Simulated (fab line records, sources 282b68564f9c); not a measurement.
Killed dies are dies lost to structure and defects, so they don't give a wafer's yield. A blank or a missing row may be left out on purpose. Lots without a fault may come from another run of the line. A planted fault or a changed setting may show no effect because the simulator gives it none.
fab line records | flow rit_cmos
record lots=6 wafers=18 last_day=7
route steps=202 shown PSD@144 SDANNEAL@153 M1@202
lots that met no fault: from a run of the same line without faults
start_h: hours from the record's first day to the start of the lot's first wafer shown | wait_h: hours since the lot's step before | " the same as in the row above | L1.1+2: a row that stands for several wafers | - no value, or no start given | * or withheld: withheld | < > ~ a bound
route shown NAME@n: a module of which the file shows steps, and the number in the route of the first | usual: mean/standard deviation of fault-free wafers | same: alike in all rows | chamber/n: place in a boat | sites: the reading at each site | _std_site: their standard deviation | _edge_site: outer sites' mean less inner sites' | radius_mm: how far each site lies from the wafer's centre | mask NAME#n: copy n | behind: the tool/chamber that last shaped the wafer | hold: why the lot was held/for how many hours/how that ended | device: the transistor (n, p or np) that didn't switch | end of line: the same wafers' tests at the end of the route | a step without rows: its recipe alone | killed: dies lost to structure and defects at the first sort, not the wafer's yield | map: a wafer's dies, x killed, . not, _ none there
set.NAME: the setting as run; set.NAME@STEP: as run at that earlier step | model.NAME: the simulator's own value behind a step, which no gauge read
lots at some steps of the route; a table a step, a row a wafer
services: from which hour (start_h, from the record's first day; less than 0 if before it) a tool's chamber was out of use, for how many hours, and why
## steps
# step RIT_PSD_SOFTBAKE_02
# recipe resist=NOVOLAK temp_c=90 time_s=60
# step RIT_PSD_EXPOSE_03
# recipe mask_id=M10 na=0.57 target_cd_nm=40900 dose_mj=250
# step RIT_PSD_PEB_04
# recipe resist=NOVOLAK temp_c=withheld time_s=withheld
# step RIT_PSD_DEVELOP_05
# recipe resist=NOVOLAK develop_time_s=50 dev_temp_c=23
# step RIT_PSD_OVL_MEAS_06
# usual PSD_OVL=-0.4/1.4
# columns lot.wafer tool chamber start_h wait_h PSD_OVL[nm]
L320.1 overlay-02 - 80.53 - 3.2
L320.2 " - " " 1.0
L320.5 " - " " 0.9
L324.2 overlay-01 - 99.22 - 0.8
L324.3 " - " " 1.3
L324.5 " - " " 2.4
L330.3 overlay-02 - 134.31 - 0.4
L330.4 " - " " -1.4
L330.6 " - " " 1.1
L332.3 overlay-01 - 143.75 - 1.7
L332.4 " - " " -0.3
L332.5 " - " " 0.1
L334.4 overlay-02 - 153.17 - -0.2
L334.5 " - " " 1.3
L334.6 " - " " -0.3
L336.1 overlay-02 - 159.40 - -1.7
L336.5 " - " " 1.6
L336.6 " - " " 0.9
# step RIT_PSD_HARDBAKE_07
# recipe resist=NOVOLAK temp_c=140 time_s=60
# step RIT_PSD_IMPLANT_08
# recipe species=BF2 energy_kev=27.4 dose_cm2=5e+15 tilt_deg=7
# step RIT_PSD_STRIP_09
# recipe chemistry=O2 time_s=180 resist=NOVOLAK platen_temp_c=withheld power_w=500 pressure_mtorr=4000 o2_flow_sccm=4000
# usual drypump_motor_current_A=5.9/0.66 rf_refl_power_W=5.6/0.94
# columns lot.wafer tool chamber start_h wait_h drypump_motor_current_A rf_hours_counter_h rf_refl_power_W
L320.1 plasma_asher-04 0 80.87 0.1 6.3 47 6.0
L320.2 " 1 " " 5.2 47 6.5
L320.5 " 1 " " 5.2 - 6.2
L324.2 plasma_asher-01 0 99.55 0.1 6.8 46 5.5
L324.3 " 0 " " 6.8 - 5.8
L324.5 " 0 " " 6.8 - 5.5
L330.3 plasma_asher-01 0 134.69 0.1 6.7 - 5.4
L330.4 " 1 " " 5.6 - 4.2
L330.6 " 1 " " 5.6 - 4.4
L332.3 plasma_asher-01 1 144.13 0.1 5.6 - 4.4
L332.4 " 0 " " 6.8 - 5.5
L332.5 " 1 " " 5.6 - 4.2
L334.4 plasma_asher-03 1 153.54 0.1 4.9 - 5.3
L334.5 " 0 " " 6.2 - 7.1
L334.6 " 1 " " 4.8 - 5.3
L336.1 plasma_asher-01 1 159.73 0.1 5.6 52 4.2
L336.5 " 0 " " 6.8 - 5.5
L336.6 " 1 " " 5.6 - 4.6
# step RIT_PSD_TW_MEAS_10
# usual PSD_TW=3494/21
# columns lot.wafer tool chamber start_h wait_h PSD_TW
L320.1 film_metro-03 - 81.04 0.1 3491
L320.2 " - " " 3463
L320.5 " - " " 3450
L324.2 film_metro-04 - 99.73 0.1 3525
L324.3 " - " " 3531
L324.5 " - " " 3523
L330.3 film_metro-04 - 134.83 0.1 3496
L330.4 " - " " 3490
L330.6 " - " " 3510
L332.3 film_metro-02 - 144.26 0.1 3491
L332.4 " - " " 3496
L332.5 " - " " 3497
L334.4 film_metro-04 - 153.69 0.1 3504
L334.5 " - " " 3504
L334.6 " - " " 3479
L336.1 film_metro-02 - 159.91 0.1 3479
L336.5 " - " " 3508
L336.6 " - " " 3505
# step RIT_SDANNEAL_CLEAN_00
# recipe chemistry=SC1 mix=3:3:50 time_s=600 temp_c=75
# step RIT_SDANNEAL_CLEAN_01
# recipe chemistry=dHF dilution=50:1 time_s=30
# step RIT_SDANNEAL_CLEAN_02
# recipe chemistry=SC2 mix=3:3:50 time_s=600 temp_c=75 dry=n2_spin
# step RIT_SDANNEAL_RTA_03
# recipe temp_c=1050 time_s=5 idle_temp_c=600 ramp_up_c_per_s=342 ramp_down_c_per_s=171 cool_to_c=600 ambient=N2
# usual ramp_down_c_per_s=171.00/0.03 wafer_temp_C_max=1053.6/1.3
# columns lot.wafer tool chamber start_h wait_h ramp_down_c_per_s wafer_temp_C_max
L320.1 rtp_anneal-02 0 81.47 0.0 171.04 1056.9
L320.2 " 0 " " 170.96 1055.0
L320.5 " 0 " " 171.03 1054.9
L320.1 rtp_anneal-02 0 81.70 0.2 170.97 1054.8
L320.2 " 0 " " 171.04 1054.5
L320.5 " 0 " " 170.96 1054.2
L324.2 rtp_anneal-02 0 100.33 0.0 171.03 1055.4
L324.3 " 0 " " 170.99 1053.3
L324.5 " 0 " " 171.03 1053.4
L324.2 rtp_anneal-02 0 100.56 0.2 171.04 1054.0
L324.3 " 0 " " 171.00 1051.9
L324.5 " 0 " " 171.02 1053.9
L330.3 rtp_anneal-02 0 135.28 0.0 171.01 1053.8
L330.4 " 0 " " 171.00 1054.2
L330.6 " 0 " " 171.01 1051.1
L332.3 rtp_anneal-02 0 144.69 0.0 171.05 1053.9
L332.4 " 0 " " 170.98 1052.9
L332.5 " 0 " " 171.01 1052.9
L334.4 rtp_anneal-02 0 154.47 0.0 170.97 1054.4
L334.5 " 0 " " 171.03 1050.8
L334.6 " 0 " " 171.04 1054.0
L336.1 rtp_anneal-02 0 160.34 0.0 171.01 1054.1
L336.5 " 0 " " 171.00 1052.8
L336.6 " 0 " " 171.08 1056.7
# step RIT_SDANNEAL_RS_MEAS_04
# recipe thk_meas_gauge=four-point-probe
# usual PSD_RS=115.08/0.29
# columns lot.wafer tool chamber start_h wait_h PSD_RS[ohm/sq]
L320.1 film_metro-03 - 81.75 0.0 114.81
L320.2 " - " " 114.39
L320.5 " - " " 114.93
L324.2 film_metro-04 - 100.63 0.1 114.42
L324.3 " - " " 114.60
L324.5 " - " " 115.03
L330.3 film_metro-03 - 135.36 0.1 114.97
L330.4 " - " " 115.34
L330.6 " - " " 115.19
L332.3 film_metro-03 - 144.77 0.1 115.26
L332.4 " - " " 115.10
L332.5 " - " " 115.33
L334.4 film_metro-04 - 154.56 0.1 115.26
L334.5 " - " " 115.29
L334.6 " - " " 115.51
L336.1 film_metro-02 - 160.39 0.0 114.90
L336.5 " - " " 115.11
L336.6 " - " " 115.20
# step RIT_M1_PROBE_99
# usual killed_at_M0_to_M3=0.1/0.34 killed_at_contacts=0.1/0.26 killed_at_front_end=7/3.1 killed_dies=7/3.1 killed_open=3.5/1.9 killed_short=3.4/2.1
# same gross_dies=264 killed_at_M4_up=0 killed_at_back_side=0 killed_at_other=0
# columns lot.wafer tool chamber start_h wait_h killed_at_M0_to_M3 killed_at_contacts killed_at_front_end killed_dies killed_open killed_short
L320.1 prober-02 - 89.65 0.1 0 0 11 11 8 3
L320.2 prober-02 - 89.70 0.1 0 0 6 6 2 4
L320.5 prober-02 - 89.85 0.2 0 0 6 6 3 3
L324.2 prober-02 - 107.97 0.1 0 1 3 4 4 0
L324.3 prober-02 - 108.02 0.2 0 0 3 3 1 2
L324.5 prober-02 - 108.12 0.2 0 0 7 7 5 2
L330.3 prober-02 - 142.99 0.2 0 0 6 6 2 4
L330.4 prober-02 - 143.04 0.2 0 0 9 9 2 7
L330.6 prober-02 - 143.14 0.2 0 1 10 11 6 5
L332.3 prober-02 - 152.67 0.2 0 0 4 4 3 1
L332.4 prober-02 - 152.72 0.2 0 0 4 4 2 2
L332.5 prober-02 - 152.77 0.2 0 0 7 7 4 3
L334.4 prober-02 - 162.35 0.2 0 0 9 9 4 5
L334.5 prober-02 - 162.40 0.2 0 0 9 9 3 6
L334.6 prober-02 - 162.45 0.2 0 0 10 10 5 5
L336.1 prober-02 - 168.31 0.1 1 0 7 8 5 3
L336.5 prober-02 - 168.51 0.2 0 0 4 4 3 1
L336.6 prober-02 - 168.56 0.2 0 0 7 7 4 3
# killed by level:class
L320.1 GATE:geometric_particle:open=5 FOX1:geometric_particle:open=2 REOX:geometric_particle:short=2 FOX1:geometric_particle:short=1 REOX:geometric_particle:open=1
L320.2 REOX:geometric_particle:short=2 FOX1:geometric_particle:short=1 GATE:geometric_particle:short=1 REOX:geometric_particle:open=1 SILICIDE:geometric_particle:open=1
L320.5 REOX:geometric_particle:short=2 FOX1:geometric_particle:open=1 FOX2:geometric_particle:open=1 GATE:geometric_particle:open=1 GATE:geometric_particle:short=1
L324.2 SPACER:geometric_particle:open=2 GATE:geometric_particle:open=1 CONTACT:geometric_particle:open=1
L324.3 GATE:geometric_particle:short=2 SILICIDE:geometric_particle:open=1
L324.5 GATE:geometric_particle:open=3 FOX1:geometric_particle:open=1 GATE:geometric_particle:short=1 REOX:geometric_particle:short=1 SILICIDE:geometric_particle:open=1
L330.3 GATE:geometric_particle:short=2 GATE:geometric_particle:open=1 REOX:geometric_particle:short=1 REOX:geometric_particle:open=1 SILICIDE:geometric_particle:short=1
L330.4 REOX:geometric_particle:short=4 GATE:geometric_particle:short=3 SILICIDE:geometric_particle:open=2
L330.6 GATE:geometric_particle:short=4 GATE:geometric_particle:open=4 FOX1:geometric_particle:short=1 FOX1:geometric_particle:open=1 CONTACT:geometric_particle:open=1
L332.3 FOX1:geometric_particle:open=1 GATE:geometric_particle:open=1 REOX:geometric_particle:open=1 SILICIDE:geometric_particle:short=1
L332.4 FOX2:geometric_particle:open=2 FOX1:geometric_particle:short=1 GATE:geometric_particle:short=1
L332.5 GATE:geometric_particle:open=2 SILICIDE:geometric_particle:open=2 FOX1:geometric_particle:short=1 GATE:geometric_particle:short=1 SPACER:geometric_particle:short=1
L334.4 GATE:geometric_particle:short=3 FOX1:geometric_particle:open=2 REOX:geometric_particle:short=2 REOX:geometric_particle:open=1 FOX2:geometric_particle:open=1
L334.5 GATE:geometric_particle:short=3 FOX2:geometric_particle:short=2 GATE:geometric_particle:open=2 ACTIVE:geometric_particle:open=1 SPACER:geometric_particle:short=1
L334.6 GATE:geometric_particle:short=3 GATE:geometric_particle:open=3 FOX2:geometric_particle:short=1 REOX:geometric_particle:open=1 SPACER:geometric_particle:open=1 SILICIDE:geometric_particle:short=1
L336.1 SPACER:geometric_particle:open=4 FOX2:geometric_particle:open=1 FOX2:geometric_particle:short=1 GATE:geometric_particle:short=1 M1:geometric_particle:short=1
L336.5 GATE:geometric_particle:short=1 REOX:geometric_particle:open=1 SPACER:geometric_particle:open=1 SILICIDE:geometric_particle:open=1
L336.6 GATE:geometric_particle:short=2 GATE:geometric_particle:open=2 FOX1:geometric_particle:short=1 FOX1:geometric_particle:open=1 REOX:geometric_particle:open=1
## services
# columns tool chamber start_h hours kind
plasma_asher-01 - 59.59 11.9 repair
plasma_asher-04 - 101.70 3.8 repair
plasma_asher-04 - 108.75 9.0 pm
plasma_asher-04 0 108.75 9.0 vent_cycle
plasma_asher-04 1 108.75 9.0 vent_cycle
plasma_asher-04 0 117.75 - clean
plasma_asher-04 1 117.75 - clean
## key
first_sign step=RIT_SDANNEAL_RTA_03 reading=visit direction=added
effect none on later readings
met_at RIT_SDANNEAL_RTA_03
struck_wafers L320.1,L320.2,L320.5,L324.2,L324.3,L324.5
tester_left_out L320,L324
fault kind=repeated_step_whole tool=rtp_anneal-01,rtp_anneal-02 chamber=- onset_h=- steps=RIT_SDANNEAL_RTA_03 times=1 scope=struck_lots_only
# tester_left_out: of these lots the tester's yield and bins aren't shown, on N5 and GAA mostly nor the transistor test; their killed dies are dies lost to structure and defects alone, not to doping, threshold or leakage, so they don't give the yield
